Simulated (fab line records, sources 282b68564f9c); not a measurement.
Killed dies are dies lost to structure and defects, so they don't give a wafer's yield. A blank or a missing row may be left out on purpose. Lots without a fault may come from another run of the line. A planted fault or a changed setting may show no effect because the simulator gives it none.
A struck lot beside a sound one | flow rit_cmos | 34 steps out of a route of 202
Sound: wafers L772.1, L772.2, L772.3. Struck: wafers L780.4, L780.5, L780.6. The cause comes at the end.
At each step with rows: each side's tool, then ch and its chambers, then its first start. Under that, the readings that differ: sound wafers | struck wafers | difference of the means | sigmas: that difference in standard deviations of wafers without a fault.
alike: readings whose means differ by less than 2 such deviations, and words and numbers that are the same on both sides. not compared: withheld readings, readings that some wafer has no value for, bounds like >300 that may hide the same value, and numbers for which the record gives no deviation and whose values overlap.
The two part at a step that has a row with sigmas, a row that says differs or no value, or rows on one side only. Numbers that don't overlap but have no deviation are shown without sigmas and don't part them. A reading that every wafer of one side lacks parts them only if that side has two wafers or more.

first, 2 steps without rows for these wafers: RIT_SPACER_CLEAN_02 (cleans in SC2, time 600 s); RIT_SPACER_CVD_03 (deposits Si3N4 from SiH2Cl2/NH3, target thk 250 nm, time 3300 s).
RIT_SPACER_THK_MEAS_04:
  sound on film_metro-03, day 4 04:56; struck on film_metro-03, day 6 01:47
  alike: SPACER_NITRIDE_THK
RIT_SPACER_ETCHBACK_05: etches Si3N4 in SF6/CHF3, stops on SiO2, target depth 250 nm, time 240 s.
  sound on rie_diel-01 ch 0,1,2, day 4 04:59; struck on rie_diel-02 ch 2,3, day 6 01:49
  alike: drypump_motor_current_A, oes_product_au, throttle_valve_pct
  not compared: rf_hours_counter_h
then, 6 steps without rows for these wafers: RIT_NSD_HMDS_00 (prime time 60 s); RIT_NSD_COAT_01 (resist thk 1000 nm); RIT_NSD_SOFTBAKE_02 (time 60 s); RIT_NSD_EXPOSE_03 (exposes mask M9, target cd 40700 nm); RIT_NSD_PEB_04; RIT_NSD_DEVELOP_05 (develop time 50 s).
RIT_NSD_OVL_MEAS_06:
  sound on overlay-01, day 4 06:07; struck on overlay-01, day 6 03:07
  alike: NSD_OVL
then, 1 step without rows for these wafers: RIT_NSD_HARDBAKE_07 (time 60 s).
RIT_NSD_IMPLANT_08:
  sound on implanter-02 ch 0, day 4 06:18; struck on implanter-01 ch 0, day 6 03:22
  reading            | sound                           | struck                        | difference | sigmas
  dose_ions_cm2      | 9.988e+14 1.0019e+15 1.0007e+15 | 9.314e+14 9.323e+14 9.311e+14 | -6.887e+13 | -57
  faraday_current_uA | 3176 3097 3055                  | 2917 2921 2915                | -192       | -3
RIT_NSD_STRIP_09: strips in O2, time 180 s.
  sound on plasma_asher-02 ch 0,1, day 4 06:27; struck on plasma_asher-04 ch 0,1, day 6 03:29
  alike: drypump_motor_current_A
  not compared: rf_hours_counter_h
RIT_NSD_TW_MEAS_10:
  sound on film_metro-04, day 4 06:38; struck on film_metro-04, day 6 03:38
  alike: NSD_TW
then, 6 steps without rows for these wafers: RIT_PSD_HMDS_00 (prime time 60 s); RIT_PSD_COAT_01 (resist thk 1000 nm); RIT_PSD_SOFTBAKE_02 (time 60 s); RIT_PSD_EXPOSE_03 (exposes mask M10, target cd 40900 nm); RIT_PSD_PEB_04; RIT_PSD_DEVELOP_05 (develop time 50 s).
RIT_PSD_OVL_MEAS_06:
  sound on overlay-02, day 4 07:40; struck on overlay-02, day 6 04:32
  alike: PSD_OVL
then, 2 steps without rows for these wafers: RIT_PSD_HARDBAKE_07 (time 60 s); RIT_PSD_IMPLANT_08.
RIT_PSD_STRIP_09: strips in O2, time 180 s.
  sound on plasma_asher-03 ch 0,1, day 4 08:00; struck on plasma_asher-01 ch 0,1, day 6 05:02
  alike: drypump_motor_current_A
  not compared: rf_hours_counter_h
RIT_PSD_TW_MEAS_10:
  sound on film_metro-01, day 4 08:10; struck on film_metro-02, day 6 05:11
  alike: PSD_TW
then, 3 steps without rows for these wafers: RIT_SDANNEAL_CLEAN_00 (cleans in SC1, time 600 s); RIT_SDANNEAL_CLEAN_01 (cleans in dHF, time 30 s); RIT_SDANNEAL_CLEAN_02 (cleans in SC2, time 600 s).
RIT_SDANNEAL_RTA_03: time 5 s.
  sound on rtp_anneal-02 ch 0, day 4 08:36; struck on rtp_anneal-02 ch 0, day 6 05:38
  alike: chamber_o2_ppm, wafer_temp_C_max
RIT_SDANNEAL_RS_MEAS_04: measures by four-point-probe.
  sound on film_metro-04, day 4 08:40; struck on film_metro-02, day 6 05:44
  alike: PSD_RS
RIT_SDANNEAL_RS_MEAS_05: measures by four-point-probe.
  sound on film_metro-04, day 4 08:47; struck on film_metro-02, day 6 05:51
  reading         | sound          | struck         | difference | sigmas
  NSD_RS (ohm/sq) | 83.9 83.9 84.2 | 89.5 89.5 89.4 | +5.5       | +17
RIT_SDANNEAL_RS_MEAS_06: measures by four-point-probe.
  sound on film_metro-04, day 4 08:54; struck on film_metro-02, day 6 05:58
  alike: PLDD_RS
RIT_M1_PROBE_99:
  sound on prober-01, day 4 18:07; struck on prober-02, day 6 14:35
  reading                              | sound             | struck           | difference | sigmas
  model.etest.contact_nplus.end_ohm_um | 41.15 41.21 42.24 | 47.96 45.36 45.8 | +4.84      |
  alike: killed_at_contacts, killed_at_front_end, killed_dies, killed_open, killed_short

WHERE THEY PART
First at RIT_NSD_IMPLANT_08; last, within this record, at RIT_SDANNEAL_RS_MEAS_05. Later steps at which nothing parts them and some readings are alike: RIT_SDANNEAL_RS_MEAS_06, RIT_M1_PROBE_99.

WHY: what the simulator had put in
Process parameter drift: implanter-01, from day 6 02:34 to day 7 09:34, at RIT_NSD_IMPLANT_08. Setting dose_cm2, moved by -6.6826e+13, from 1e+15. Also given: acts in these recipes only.
